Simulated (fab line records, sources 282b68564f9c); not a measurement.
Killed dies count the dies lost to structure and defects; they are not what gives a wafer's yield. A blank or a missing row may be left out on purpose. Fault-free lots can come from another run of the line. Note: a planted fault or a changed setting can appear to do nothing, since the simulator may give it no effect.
fab line records :: flow rit-cmos
record
  lots=5
  wafers=15
  last-day=8
route steps=202 shown NWELL@30 PWELL@39 WELLDRIVE@50 M1@202
lots that met no fault: taken from a fault-free run of the same line
start-h: hours from the record's opening day to when the first of the lot's shown wafers began :: wait-h: time in hours since the lot's previous step :: " unchanged from the row above :: L1.1+2: a single row standing in for several wafers :: - no value, or no start was given :: * or withheld: withheld :: < > ~ a bound
route shown NAME@n: a module of which the file shows steps, and the number in the route of the first :: usual: mean and standard deviation over wafers with no fault :: same: alike in all rows :: chamber/n: place in a boat :: sites: the reading at each site :: _std_site: standard deviation of those values :: _edge_site: mean of outer sites minus mean of inner sites :: radius-mm: how far each site lies from the wafer's centre :: mask NAME#n: copy n :: behind: the tool/chamber that last shaped the wafer :: hold: why the lot was held/for how many hours/how that ended :: device: which transistor (n, p or np) failed to switch :: end of line: tests run on the same wafers once the route is complete :: a step with no rows: only its recipe :: killed: dies lost to structure and defects at the first sort, not the wafer's yield :: map: dies across one wafer; x = killed, . = not, _ = none there
set.NAME: setting as actually run; set.NAME@STEP: the setting as run at that earlier step :: model.NAME: the simulator's own value behind a step, which no gauge read
lots at selected steps of the route; one table per step, one row per wafer
services: from which hour (start-h, from the record's first day; less than 0 if before it) a tool's chamber was out of use, for how many hours, and why
## steps
# step RIT_NWELL_SOFTBAKE_02
# recipe
  resist=NOVOLAK
  temp-c=90.46
  time-s=60
# step RIT_NWELL_EXPOSE_03
# recipe
  mask-id=M2
  na=0.57
  target-cd-nm=43900
  dose-mj=250
# step RIT_NWELL_PEB_04
# recipe
  resist=NOVOLAK
  temp-c=withheld
  time-s=withheld
# step RIT_NWELL_DEVELOP_05
# recipe
  resist=NOVOLAK
  develop-time-s=68
  dev-temp-c=23
# step RIT_NWELL_OVL_MEAS_06
# usual
  NWELL_OVL=0.9/1.3
lot.wafer: L773.2
tool: overlay-01
chamber: -
start-h: 42.24
wait-h: -
NWELL_OVL[nm]: -2.2

lot.wafer: L773.3
tool: overlay-01
chamber: -
start-h: 42.24
wait-h: -
NWELL_OVL[nm]: 1.0

lot.wafer: L773.6
tool: overlay-01
chamber: -
start-h: 42.24
wait-h: -
NWELL_OVL[nm]: -1.4

lot.wafer: L775.1
tool: overlay-01
chamber: -
start-h: 52.53
wait-h: -
NWELL_OVL[nm]: -1.3

lot.wafer: L775.2
tool: overlay-01
chamber: -
start-h: 52.53
wait-h: -
NWELL_OVL[nm]: -2.3

lot.wafer: L775.6
tool: overlay-01
chamber: -
start-h: 52.53
wait-h: -
NWELL_OVL[nm]: -0.1

lot.wafer: L778.1
tool: overlay-02
chamber: -
start-h: 65.94
wait-h: -
NWELL_OVL[nm]: 0.6

lot.wafer: L778.2
tool: overlay-02
chamber: -
start-h: 65.94
wait-h: -
NWELL_OVL[nm]: 2.4

lot.wafer: L778.6
tool: overlay-02
chamber: -
start-h: 65.94
wait-h: -
NWELL_OVL[nm]: 1.6

lot.wafer: L788.1
tool: overlay-02
chamber: -
start-h: 116.45
wait-h: -
NWELL_OVL[nm]: 2.6

lot.wafer: L788.5
tool: overlay-02
chamber: -
start-h: 116.45
wait-h: -
NWELL_OVL[nm]: 1.6

lot.wafer: L788.6
tool: overlay-02
chamber: -
start-h: 116.45
wait-h: -
NWELL_OVL[nm]: 2.2

lot.wafer: L792.1
tool: overlay-02
chamber: -
start-h: 149.47
wait-h: -
NWELL_OVL[nm]: -0.9

lot.wafer: L792.5
tool: overlay-02
chamber: -
start-h: 149.47
wait-h: -
NWELL_OVL[nm]: 0.6

lot.wafer: L792.6
tool: overlay-02
chamber: -
start-h: 149.47
wait-h: -
NWELL_OVL[nm]: -1.4
# step RIT_NWELL_HARDBAKE_07
# recipe
  resist=NOVOLAK
  temp-c=140
  time-s=120
# step RIT_NWELL_IMPLANT_08
# recipe
  species=P
  energy-kev=170
  dose-cm2=5e+13
  tilt-deg=7
# step RIT_NWELL_STRIP_09
# recipe
  chemistry=O2
  time-s=180
  resist=NOVOLAK
  platen-temp-c=withheld
  power-w=500
  pressure-mtorr=4000
  o2-flow-sccm=4000
# usual
  drypump-motor-current-A=5.46/0.3
  rf-refl-power-W=7.0/1.8
lot.wafer: L773.2
tool: plasma-asher-01
chamber: 0
start-h: 42.67
wait-h: 0.1
drypump-motor-current-A: 5.74
rf-hours-counter-h: 37
rf-refl-power-W: 5.8

lot.wafer: L773.3
tool: plasma-asher-01
chamber: 0
start-h: 42.67
wait-h: 0.1
drypump-motor-current-A: 5.71
rf-hours-counter-h: -
rf-refl-power-W: 5.8

lot.wafer: L773.6
tool: plasma-asher-01
chamber: 0
start-h: 42.67
wait-h: 0.1
drypump-motor-current-A: 5.73
rf-hours-counter-h: -
rf-refl-power-W: 5.6

lot.wafer: L775.1
tool: plasma-asher-01
chamber: 1
start-h: 53.07
wait-h: 0.1
drypump-motor-current-A: 5.28
rf-hours-counter-h: 38
rf-refl-power-W: 9.7

lot.wafer: L775.2
tool: plasma-asher-01
chamber: 0
start-h: 53.07
wait-h: 0.1
drypump-motor-current-A: 5.71
rf-hours-counter-h: 38
rf-refl-power-W: 5.6

lot.wafer: L775.6
tool: plasma-asher-01
chamber: 0
start-h: 53.07
wait-h: 0.1
drypump-motor-current-A: 5.72
rf-hours-counter-h: -
rf-refl-power-W: 5.5

lot.wafer: L778.1
tool: plasma-asher-04
chamber: 1
start-h: 66.38
wait-h: 0.1
drypump-motor-current-A: 5.33
rf-hours-counter-h: 30
rf-refl-power-W: 5.2

lot.wafer: L778.2
tool: plasma-asher-04
chamber: 0
start-h: 66.38
wait-h: 0.1
drypump-motor-current-A: 5.16
rf-hours-counter-h: 30
rf-refl-power-W: 7.1

lot.wafer: L778.6
tool: plasma-asher-04
chamber: 0
start-h: 66.38
wait-h: 0.1
drypump-motor-current-A: 5.17
rf-hours-counter-h: -
rf-refl-power-W: 6.7

lot.wafer: L788.1
tool: plasma-asher-04
chamber: 0
start-h: 116.88
wait-h: 0.1
drypump-motor-current-A: 5.18
rf-hours-counter-h: 35
rf-refl-power-W: 7.3

lot.wafer: L788.5
tool: plasma-asher-04
chamber: 0
start-h: 116.88
wait-h: 0.1
drypump-motor-current-A: 5.21
rf-hours-counter-h: -
rf-refl-power-W: 7.3

lot.wafer: L788.6
tool: plasma-asher-04
chamber: 1
start-h: 116.88
wait-h: 0.1
drypump-motor-current-A: 5.36
rf-hours-counter-h: -
rf-refl-power-W: 5.0

lot.wafer: L792.1
tool: plasma-asher-01
chamber: 1
start-h: 149.90
wait-h: 0.1
drypump-motor-current-A: 5.26
rf-hours-counter-h: 49
rf-refl-power-W: 10.0

lot.wafer: L792.5
tool: plasma-asher-01
chamber: 0
start-h: 149.90
wait-h: 0.1
drypump-motor-current-A: 5.77
rf-hours-counter-h: -
rf-refl-power-W: 5.7

lot.wafer: L792.6
tool: plasma-asher-01
chamber: 1
start-h: 149.90
wait-h: 0.1
drypump-motor-current-A: 5.26
rf-hours-counter-h: -
rf-refl-power-W: 10.3
# step RIT_NWELL_TW_MEAS_10
# usual
  NWELL_TW=2152/11
lot.wafer: L773.2
tool: film-metro-01
chamber: -
start-h: 42.86
wait-h: 0.1
NWELL_TW: 2152

lot.wafer: L773.3
tool: film-metro-01
chamber: -
start-h: 42.86
wait-h: 0.1
NWELL_TW: 2145

lot.wafer: L773.6
tool: film-metro-01
chamber: -
start-h: 42.86
wait-h: 0.1
NWELL_TW: 2152

lot.wafer: L775.1
tool: film-metro-03
chamber: -
start-h: 53.24
wait-h: 0.1
NWELL_TW: 2163

lot.wafer: L775.2
tool: film-metro-03
chamber: -
start-h: 53.24
wait-h: 0.1
NWELL_TW: 2157

lot.wafer: L775.6
tool: film-metro-03
chamber: -
start-h: 53.24
wait-h: 0.1
NWELL_TW: 2150

lot.wafer: L778.1
tool: film-metro-01
chamber: -
start-h: 66.55
wait-h: 0.1
NWELL_TW: 2148

lot.wafer: L778.2
tool: film-metro-01
chamber: -
start-h: 66.55
wait-h: 0.1
NWELL_TW: 2151

lot.wafer: L778.6
tool: film-metro-01
chamber: -
start-h: 66.55
wait-h: 0.1
NWELL_TW: 2148

lot.wafer: L788.1
tool: film-metro-04
chamber: -
start-h: 117.06
wait-h: 0.1
NWELL_TW: 2177

lot.wafer: L788.5
tool: film-metro-04
chamber: -
start-h: 117.06
wait-h: 0.1
NWELL_TW: 2168

lot.wafer: L788.6
tool: film-metro-04
chamber: -
start-h: 117.06
wait-h: 0.1
NWELL_TW: 2163

lot.wafer: L792.1
tool: film-metro-04
chamber: -
start-h: 150.08
wait-h: 0.1
NWELL_TW: 2166

lot.wafer: L792.5
tool: film-metro-04
chamber: -
start-h: 150.08
wait-h: 0.1
NWELL_TW: 2160

lot.wafer: L792.6
tool: film-metro-04
chamber: -
start-h: 150.08
wait-h: 0.1
NWELL_TW: 2153
# step RIT_PWELL_HMDS_00
# recipe
  prime-time-s=60
  prime-temp-c=140
# step RIT_PWELL_COAT_01
# recipe
  resist=NOVOLAK
  spin-rpm=2000
  resist-thk-nm=1300
# step RIT_PWELL_SOFTBAKE_02
# recipe
  resist=NOVOLAK
  temp-c=90
  time-s=60
# step RIT_PWELL_EXPOSE_03
# recipe
  mask-id=M3
  na=0.57
  target-cd-nm=43700
  dose-mj=250
# usual
  stage-vel-mm-s=500.00/0.27
lot.wafer: L773.2
tool: iline-stepper-01
chamber: 0
start-h: 43.50
wait-h: 0.2
mask: M3#0
stage-vel-mm-s: 499.78

lot.wafer: L773.3
tool: iline-stepper-01
chamber: 0
start-h: 43.50
wait-h: 0.2
mask: M3#0
stage-vel-mm-s: 500.11

lot.wafer: L773.6
tool: iline-stepper-01
chamber: 0
start-h: 43.50
wait-h: 0.2
mask: M3#0
stage-vel-mm-s: 500.11

lot.wafer: L775.1
tool: iline-stepper-02
chamber: 0
start-h: 53.75
wait-h: 0.1
mask: M2#0
stage-vel-mm-s: 499.59

lot.wafer: L775.2
tool: iline-stepper-02
chamber: 0
start-h: 53.75
wait-h: 0.1
mask: M2#0
stage-vel-mm-s: 499.67

lot.wafer: L775.6
tool: iline-stepper-02
chamber: 0
start-h: 53.75
wait-h: 0.1
mask: M2#0
stage-vel-mm-s: 499.79

lot.wafer: L778.1
tool: iline-stepper-01
chamber: 0
start-h: 67.06
wait-h: 0.1
mask: M3#0
stage-vel-mm-s: 499.78

lot.wafer: L778.2
tool: iline-stepper-01
chamber: 0
start-h: 67.06
wait-h: 0.1
mask: M3#0
stage-vel-mm-s: 500.02

lot.wafer: L778.6
tool: iline-stepper-01
chamber: 0
start-h: 67.06
wait-h: 0.1
mask: M3#0
stage-vel-mm-s: 500.07

lot.wafer: L788.1
tool: iline-stepper-02
chamber: 0
start-h: 117.75
wait-h: 0.3
mask: M3#0
stage-vel-mm-s: 500.48

lot.wafer: L788.5
tool: iline-stepper-02
chamber: 0
start-h: 117.75
wait-h: 0.3
mask: M3#0
stage-vel-mm-s: 500.04

lot.wafer: L788.6
tool: iline-stepper-02
chamber: 0
start-h: 117.75
wait-h: 0.3
mask: M3#0
stage-vel-mm-s: 500.40

lot.wafer: L792.1
tool: iline-stepper-02
chamber: 0
start-h: 150.71
wait-h: 0.2
mask: M3#0
stage-vel-mm-s: 500.38

lot.wafer: L792.5
tool: iline-stepper-02
chamber: 0
start-h: 150.71
wait-h: 0.2
mask: M3#0
stage-vel-mm-s: 500.15

lot.wafer: L792.6
tool: iline-stepper-02
chamber: 0
start-h: 150.71
wait-h: 0.2
mask: M3#0
stage-vel-mm-s: 500.02
# step RIT_PWELL_PEB_04
# recipe
  resist=NOVOLAK
  temp-c=withheld
  time-s=withheld
# step RIT_PWELL_DEVELOP_05
# recipe
  resist=NOVOLAK
  develop-time-s=68
  dev-temp-c=23
# step RIT_PWELL_OVL_MEAS_06
# usual
  PWELL_OVL=-0.7/1.3
lot.wafer: L773.2
tool: overlay-01
chamber: -
start-h: 43.92
wait-h: -
PWELL_OVL[nm]: 0.1

lot.wafer: L773.3
tool: overlay-01
chamber: -
start-h: 43.92
wait-h: -
PWELL_OVL[nm]: -0.3

lot.wafer: L773.6
tool: overlay-01
chamber: -
start-h: 43.92
wait-h: -
PWELL_OVL[nm]: 0.9

lot.wafer: L775.1
tool: overlay-01
chamber: -
start-h: 54.18
wait-h: -
PWELL_OVL[nm]: -

lot.wafer: L775.2
tool: overlay-01
chamber: -
start-h: 54.18
wait-h: -
PWELL_OVL[nm]: -

lot.wafer: L775.6
tool: overlay-01
chamber: -
start-h: 54.18
wait-h: -
PWELL_OVL[nm]: -

lot.wafer: L778.1
tool: overlay-02
chamber: -
start-h: 67.49
wait-h: -
PWELL_OVL[nm]: -3.4

lot.wafer: L778.2
tool: overlay-02
chamber: -
start-h: 67.49
wait-h: -
PWELL_OVL[nm]: -2.7

lot.wafer: L778.6
tool: overlay-02
chamber: -
start-h: 67.49
wait-h: -
PWELL_OVL[nm]: -3.1

lot.wafer: L788.1
tool: overlay-02
chamber: -
start-h: 118.33
wait-h: -
PWELL_OVL[nm]: -1.2

lot.wafer: L788.5
tool: overlay-02
chamber: -
start-h: 118.33
wait-h: -
PWELL_OVL[nm]: 0.3

lot.wafer: L788.6
tool: overlay-02
chamber: -
start-h: 118.33
wait-h: -
PWELL_OVL[nm]: -3.1

lot.wafer: L792.1
tool: overlay-01
chamber: -
start-h: 151.14
wait-h: -
PWELL_OVL[nm]: -2.0

lot.wafer: L792.5
tool: overlay-01
chamber: -
start-h: 151.14
wait-h: -
PWELL_OVL[nm]: -2.9

lot.wafer: L792.6
tool: overlay-01
chamber: -
start-h: 151.14
wait-h: -
PWELL_OVL[nm]: -2.7
# step RIT_PWELL_HARDBAKE_07
# recipe
  resist=NOVOLAK
  temp-c=140
  time-s=120
# step RIT_PWELL_IMPLANT_08
# recipe
  species=B
  energy-kev=167.3
  dose-cm2=7e+13
  tilt-deg=7
# step RIT_PWELL_STRIP_09
# recipe
  chemistry=O2
  time-s=180
  resist=NOVOLAK
  platen-temp-c=withheld
  power-w=500
  pressure-mtorr=4000
  o2-flow-sccm=4000
# usual
  drypump-motor-current-A=5.7/0.39
  rf-refl-power-W=7.5/1.7
lot.wafer: L773.2
tool: plasma-asher-01
chamber: 0
start-h: 44.35
wait-h: 0.1
drypump-motor-current-A: 5.7
rf-hours-counter-h: 37
rf-refl-power-W: 5.2

lot.wafer: L773.3
tool: plasma-asher-01
chamber: 1
start-h: 44.35
wait-h: 0.1
drypump-motor-current-A: 5.3
rf-hours-counter-h: -
rf-refl-power-W: 10.1

lot.wafer: L773.6
tool: plasma-asher-01
chamber: 0
start-h: 44.35
wait-h: 0.1
drypump-motor-current-A: 5.7
rf-hours-counter-h: -
rf-refl-power-W: 5.8

lot.wafer: L775.1
tool: plasma-asher-01
chamber: 1
start-h: 54.62
wait-h: 0.1
drypump-motor-current-A: 5.3
rf-hours-counter-h: 39
rf-refl-power-W: 9.2

lot.wafer: L775.2
tool: plasma-asher-01
chamber: 0
start-h: 54.62
wait-h: 0.1
drypump-motor-current-A: 5.7
rf-hours-counter-h: 39
rf-refl-power-W: 5.6

lot.wafer: L775.6
tool: plasma-asher-01
chamber: 1
start-h: 54.62
wait-h: 0.1
drypump-motor-current-A: 5.3
rf-hours-counter-h: -
rf-refl-power-W: 9.7

lot.wafer: L778.1
tool: plasma-asher-01
chamber: 0
start-h: 67.93
wait-h: 0.1
drypump-motor-current-A: 5.8
rf-hours-counter-h: 41
rf-refl-power-W: 5.9

lot.wafer: L778.2
tool: plasma-asher-01
chamber: 1
start-h: 67.93
wait-h: 0.1
drypump-motor-current-A: 5.3
rf-hours-counter-h: 41
rf-refl-power-W: 9.7

lot.wafer: L778.6
tool: plasma-asher-01
chamber: 0
start-h: 67.93
wait-h: 0.1
drypump-motor-current-A: 5.8
rf-hours-counter-h: -
rf-refl-power-W: 5.8

lot.wafer: L788.1
tool: plasma-asher-02
chamber: 0
start-h: 118.99
wait-h: 0.1
drypump-motor-current-A: 6.4
rf-hours-counter-h: 0
rf-refl-power-W: 7.7

lot.wafer: L788.5
tool: plasma-asher-02
chamber: 1
start-h: 118.99
wait-h: 0.1
drypump-motor-current-A: 5.4
rf-hours-counter-h: -
rf-refl-power-W: 7.7

lot.wafer: L788.6
tool: plasma-asher-02
chamber: 0
start-h: 118.99
wait-h: 0.1
drypump-motor-current-A: 6.4
rf-hours-counter-h: -
rf-refl-power-W: 7.2

lot.wafer: L792.1
tool: plasma-asher-03
chamber: 0
start-h: 151.58
wait-h: 0.1
drypump-motor-current-A: 6.2
rf-hours-counter-h: 48
rf-refl-power-W: 5.7

lot.wafer: L792.5
tool: plasma-asher-03
chamber: 1
start-h: 151.58
wait-h: 0.1
drypump-motor-current-A: 6.0
rf-hours-counter-h: -
rf-refl-power-W: 8.0

lot.wafer: L792.6
tool: plasma-asher-03
chamber: 0
start-h: 151.58
wait-h: 0.1
drypump-motor-current-A: 6.2
rf-hours-counter-h: -
rf-refl-power-W: 6.0
# step RIT_PWELL_TW_MEAS_10
# usual
  PWELL_TW=955/6.1
lot.wafer: L773.2
tool: film-metro-01
chamber: -
start-h: 44.53
wait-h: 0.1
PWELL_TW: 948

lot.wafer: L773.3
tool: film-metro-01
chamber: -
start-h: 44.53
wait-h: 0.1
PWELL_TW: 958

lot.wafer: L773.6
tool: film-metro-01
chamber: -
start-h: 44.53
wait-h: 0.1
PWELL_TW: 953

lot.wafer: L775.1
tool: film-metro-01
chamber: -
start-h: 54.80
wait-h: 0.1
PWELL_TW: 30

lot.wafer: L775.2
tool: film-metro-01
chamber: -
start-h: 54.80
wait-h: 0.1
PWELL_TW: 30

lot.wafer: L775.6
tool: film-metro-01
chamber: -
start-h: 54.80
wait-h: 0.1
PWELL_TW: 30

lot.wafer: L778.1
tool: film-metro-04
chamber: -
start-h: 68.11
wait-h: 0.1
PWELL_TW: 963

lot.wafer: L778.2
tool: film-metro-04
chamber: -
start-h: 68.11
wait-h: 0.1
PWELL_TW: 962

lot.wafer: L778.6
tool: film-metro-04
chamber: -
start-h: 68.11
wait-h: 0.1
PWELL_TW: 968

lot.wafer: L788.1
tool: film-metro-04
chamber: -
start-h: 119.16
wait-h: 0.1
PWELL_TW: 967

lot.wafer: L788.5
tool: film-metro-04
chamber: -
start-h: 119.16
wait-h: 0.1
PWELL_TW: 959

lot.wafer: L788.6
tool: film-metro-04
chamber: -
start-h: 119.16
wait-h: 0.1
PWELL_TW: 964

lot.wafer: L792.1
tool: film-metro-03
chamber: -
start-h: 151.75
wait-h: 0.1
PWELL_TW: 956

lot.wafer: L792.5
tool: film-metro-03
chamber: -
start-h: 151.75
wait-h: 0.1
PWELL_TW: 957

lot.wafer: L792.6
tool: film-metro-03
chamber: -
start-h: 151.75
wait-h: 0.1
PWELL_TW: 956
# step RIT_WELLDRIVE_ANNEAL_00
# recipe
  temp-c=1100
  time-s=14700
  ambient=N2
# step RIT_M1_PROBE_99
# usual
  killed_at_M0_to_M3=0.0/0.083
  killed-at-contacts=0.1/0.25
  killed-at-front-end=7/3.3
  killed-dies=7/3.2
  killed-on-rim=1.9/1.5
  killed-open=3.6/2.2
  killed-short=3.5/2
# same
  gross-dies=264
  killed_at_M4_up=0
  killed-at-back-side=0
  killed-at-other=0
lot.wafer: L773.2
tool: prober-02
chamber: -
start-h: 77.85
wait-h: 0.1
killed_at_M0_to_M3: 0
killed-at-contacts: 0
killed-at-front-end: 4
killed-dies: 4
killed-on-rim: 1
killed-open: 1
killed-short: 2

lot.wafer: L773.3
tool: prober-02
chamber: -
start-h: 77.90
wait-h: 0.2
killed_at_M0_to_M3: 1
killed-at-contacts: 0
killed-at-front-end: 6
killed-dies: 7
killed-on-rim: 2
killed-open: 5
killed-short: 2

lot.wafer: L773.6
tool: prober-02
chamber: -
start-h: 78.05
wait-h: 0.2
killed_at_M0_to_M3: 0
killed-at-contacts: 0
killed-at-front-end: 6
killed-dies: 6
killed-on-rim: 0
killed-open: 3
killed-short: 2

lot.wafer: L775.1
tool: prober-02
chamber: -
start-h: 89.90
wait-h: 0.1
killed_at_M0_to_M3: 0
killed-at-contacts: 0
killed-at-front-end: 264
killed-dies: 264
killed-on-rim: 70
killed-open: 1
killed-short: 3

lot.wafer: L775.2
tool: prober-02
chamber: -
start-h: 89.95
wait-h: 0.1
killed_at_M0_to_M3: 0
killed-at-contacts: 0
killed-at-front-end: 264
killed-dies: 264
killed-on-rim: 70
killed-open: 6
killed-short: 2

lot.wafer: L775.6
tool: prober-02
chamber: -
start-h: 90.15
wait-h: 0.2
killed_at_M0_to_M3: 0
killed-at-contacts: 0
killed-at-front-end: 264
killed-dies: 264
killed-on-rim: 70
killed-open: 1
killed-short: 1

lot.wafer: L778.1
tool: prober-01
chamber: -
start-h: 102.28
wait-h: 0.1
killed_at_M0_to_M3: 0
killed-at-contacts: 0
killed-at-front-end: 4
killed-dies: 4
killed-on-rim: 1
killed-open: 2
killed-short: 2

lot.wafer: L778.2
tool: prober-01
chamber: -
start-h: 102.33
wait-h: 0.1
killed_at_M0_to_M3: 0
killed-at-contacts: 0
killed-at-front-end: 9
killed-dies: 9
killed-on-rim: 4
killed-open: 5
killed-short: 4

lot.wafer: L778.6
tool: prober-01
chamber: -
start-h: 102.53
wait-h: 0.2
killed_at_M0_to_M3: 0
killed-at-contacts: 0
killed-at-front-end: 8
killed-dies: 8
killed-on-rim: 1
killed-open: 2
killed-short: 6

lot.wafer: L788.1
tool: prober-01
chamber: -
start-h: 168.05
wait-h: 0.1
killed_at_M0_to_M3: 0
killed-at-contacts: 0
killed-at-front-end: 8
killed-dies: 8
killed-on-rim: 3
killed-open: 2
killed-short: 6

lot.wafer: L788.5
tool: prober-01
chamber: -
start-h: 168.25
wait-h: 0.2
killed_at_M0_to_M3: 0
killed-at-contacts: 0
killed-at-front-end: 5
killed-dies: 5
killed-on-rim: 1
killed-open: 0
killed-short: 5

lot.wafer: L788.6
tool: prober-01
chamber: -
start-h: 168.30
wait-h: 0.2
killed_at_M0_to_M3: 0
killed-at-contacts: 0
killed-at-front-end: 10
killed-dies: 10
killed-on-rim: 2
killed-open: 7
killed-short: 3

lot.wafer: L792.1
tool: prober-01
chamber: -
start-h: 200.62
wait-h: 0.1
killed_at_M0_to_M3: 0
killed-at-contacts: 1
killed-at-front-end: 5
killed-dies: 6
killed-on-rim: 2
killed-open: 3
killed-short: 3

lot.wafer: L792.5
tool: prober-01
chamber: -
start-h: 200.82
wait-h: 0.2
killed_at_M0_to_M3: 0
killed-at-contacts: 0
killed-at-front-end: 3
killed-dies: 3
killed-on-rim: 1
killed-open: 2
killed-short: 1

lot.wafer: L792.6
tool: prober-01
chamber: -
start-h: 200.87
wait-h: 0.2
killed_at_M0_to_M3: 0
killed-at-contacts: 0
killed-at-front-end: 5
killed-dies: 5
killed-on-rim: 1
killed-open: 4
killed-short: 1
# killed by level:class
L773.2 FOX2:geometric-particle:open=1 GATE:geometric-particle:short=1 SILICIDE:geometric-particle:short=1 ACTIVE:coat-microbubble-printed=1
L773.3 REOX:geometric-particle:short=2 SPACER:geometric-particle:open=2 FOX1:geometric-particle:open=1 FOX2:geometric-particle:open=1 M1:geometric-particle:open=1
L773.6 SPACER:geometric-particle:short=2 SPACER:geometric-particle:open=2 FOX1:geometric-particle:open=1 ACTIVE:coat-microbubble-printed=1
L775.1 PWELL:area-expose=260 GATE:geometric-particle:short=3 GATE:geometric-particle:open=1
L775.2 PWELL:area-expose=256 GATE:geometric-particle:open=4 FOX2:geometric-particle:open=1 GATE:geometric-particle:short=1 REOX:geometric-particle:short=1 SPACER:geometric-particle:open=1
L775.6 PWELL:area-expose=262 SPACER:geometric-particle:short=1 SPACER:geometric-particle:open=1
L778.1 FOX1:geometric-particle:short=1 FOX1:geometric-particle:open=1 SPACER:geometric-particle:open=1 SPACER:geometric-particle:short=1
L778.2 SILICIDE:geometric-particle:short=2 SILICIDE:geometric-particle:open=2 FOX1:geometric-particle:short=1 GATE:geometric-particle:open=1 REOX:geometric-particle:open=1 SPACER:geometric-particle:short=1 SPACER:geometric-particle:open=1
L778.6 GATE:geometric-particle:short=3 SPACER:geometric-particle:short=2 FOX2:geometric-particle:short=1 GATE:geometric-particle:open=1 SPACER:geometric-particle:open=1
L788.1 ACTIVE:geometric-particle:short=2 FOX1:geometric-particle:short=2 FOX1:geometric-particle:open=1 GATE:geometric-particle:short=1 GATE:geometric-particle:open=1 SPACER:geometric-particle:short=1
L788.5 GATE:geometric-particle:short=3 FOX2:geometric-particle:short=1 SILICIDE:geometric-particle:short=1
L788.6 GATE:geometric-particle:open=3 SPACER:geometric-particle:open=2 FOX1:geometric-particle:open=1 GATE:geometric-particle:short=1 SPACER:geometric-particle:short=1 SILICIDE:geometric-particle:open=1 SILICIDE:geometric-particle:short=1
L792.1 FOX1:geometric-particle:short=2 FOX1:geometric-particle:open=1 FOX2:geometric-particle:open=1 GATE:geometric-particle:open=1 CONTACT:geometric-particle:short=1
L792.5 FOX1:geometric-particle:short=1 GATE:geometric-particle:open=1 SPACER:geometric-particle:open=1
L792.6 FOX1:geometric-particle:short=1 FOX1:geometric-particle:open=1 FOX2:geometric-particle:open=1 SPACER:geometric-particle:open=1 SILICIDE:geometric-particle:open=1
# map L775.1 (x killed, . not)
________xxxxxxx_______
_____xxxxxxxxxxxxx____
____xxxxxxxxxxxxxxx___
___xxxxxxxxxxxxxxxxx__
__xxxxxxxxxxxxxxxxxxx_
__xxxxxxxxxxxxxxxxxxx_
_xxxxxxxxxxxxxxxxxxxxx
_xxxxxxxxxxxxxxxxxxxxx
_xxxxxxxxxxxxxxxxxxxxx
_xxxxxxxxxxxxxxxxxxxxx
__xxxxxxxxxxxxxxxxxxx_
__xxxxxxxxxxxxxxxxxxx_
___xxxxxxxxxxxxxxxxx__
____xxxxxxxxxxxxxxx___
_____xxxxxxxxxxxxx____
________xxxxxxx_______
# map L792.1 (x killed, . not)
________......._______
_____.............____
____...............___
___.................__
__x...........x......_
__..................._
_.....................
_.................x...
_.....................
_.....................
__..................._
__...x..............._
___..........x......__
____...............___
_____.............____
________....x.._______
## services
tool: plasma-asher-03
chamber: -
start-h: 41.29
hours: 28.1
kind: pm

tool: plasma-asher-02
chamber: -
start-h: 57.74
hours: 2.3
kind: repair

tool: iline-stepper-02
chamber: -
start-h: 66.17
hours: 2.1
kind: pm

tool: iline-stepper-02
chamber: -
start-h: 68.25
hours: -
kind: consumable-replace:lamp

tool: iline-stepper-01
chamber: -
start-h: 83.48
hours: 1.7
kind: pm

tool: iline-stepper-02
chamber: -
start-h: 99.51
hours: 1.7
kind: pm

tool: plasma-asher-03
chamber: -
start-h: 102.36
hours: 0.6
kind: repair

tool: plasma-asher-02
chamber: -
start-h: 108.75
hours: 9.0
kind: pm

tool: plasma-asher-02
chamber: 0
start-h: 108.75
hours: 9.0
kind: vent-cycle

tool: plasma-asher-02
chamber: 1
start-h: 108.75
hours: 9.0
kind: vent-cycle

tool: plasma-asher-02
chamber: 0
start-h: 117.75
hours: -
kind: clean

tool: plasma-asher-02
chamber: 1
start-h: 117.75
hours: -
kind: clean

tool: plasma-asher-04
chamber: -
start-h: 142.29
hours: 2.6
kind: repair
## key
first-sign
  step=RIT_PWELL_EXPOSE_03
  reading=mask
  direction=changed
effect
  step=RIT_PWELL_OVL_MEAS_06
  reading=PWELL_OVL
  direction=missing
effect
  step=RIT_PWELL_TW_MEAS_10
  reading=PWELL_TW
  direction=down
  sigmas=99+
  usual=955
  struck=30
effect
  step=RIT_M1_PROBE_99
  reading=killed-dies
  direction=up
  sigmas=79
  usual=7
  struck=264
more-kills-born-at
  RIT_PWELL_EXPOSE_03@iline-stepper-02=778
met-at RIT_PWELL_EXPOSE_03
struck-wafers L775.1,L775.2,L775.6
tester-left-out L775
fault
  kind=wrong-mask
  tool=any
  chamber=-
  onset-h=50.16
  steps=RIT_PWELL_EXPOSE_03
  aux-copy=M2#0
  scope=struck-lots-only
# tester-left-out: of these lots the tester's yield and bins aren't shown, on N5 and GAA mostly nor the transistor test; their killed dies are dies lost to structure and defects alone, not to doping, threshold or leakage, so they don't give the yield
